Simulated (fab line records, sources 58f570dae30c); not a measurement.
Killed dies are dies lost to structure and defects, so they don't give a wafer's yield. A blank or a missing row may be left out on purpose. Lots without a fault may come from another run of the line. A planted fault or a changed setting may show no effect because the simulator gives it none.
Chamber matching | flow berkeley_cmos170 | UCB170_GATE_ETCH_15 on rie_si-01: 4 sister chambers
The step etches poly-Si in HBr/Cl2, stops on SiO2, time 56.3 s, target depth 278.2 nm. 4 wafers are shown with their chamber, then 7 later ones without.

WAFERS WITH THEIR CHAMBER
wafer  | chamber | drypump_motor_current_A (A)
L945.5 | 3       | 5.3
L949.5 | 0       | 5.2
L956.4 | 1       | 4.9
L956.5 | 2       | 6.1

WAFERS WITHOUT THEIR CHAMBER
wafer  | drypump_motor_current_A (A)
L956.6 | 4.9
L960.4 | 5.3
L960.5 | 6.2
L960.6 | 5.3
L961.1 | 4.9
L961.3 | 6.2
L961.4 | 5.3

WHICH CHAMBER EACH WENT THROUGH
wafer  | from the rows above     | in truth
L956.6 | 1                       | 1
L960.4 | can't be placed: 3 or 0 | 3
L960.5 | 2                       | 2
L960.6 | can't be placed: 3 or 0 | 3
L961.1 | 1                       | 1
L961.3 | 2                       | 2
L961.4 | can't be placed: 3 or 0 | 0
Placed correctly: 4 of 7. Can't be placed from these rows: 3 (the true chamber is among the candidates in 3). Placed wrongly: 0.
How it was worked out, from the rows above alone: a wafer's distance from a chamber is the root of the sum, over the readings, of the square of ((its reading less the chamber's mean) divided by the reading's scatter). The wafer belongs to the nearest chamber; if the next one is less than 2 further off, it can't be placed. A chamber's mean is the mean of its shown wafers. The scatter: with one shown wafer a chamber, the root of the mean of the squares of how far each hidden wafer lies from its nearest shown one.
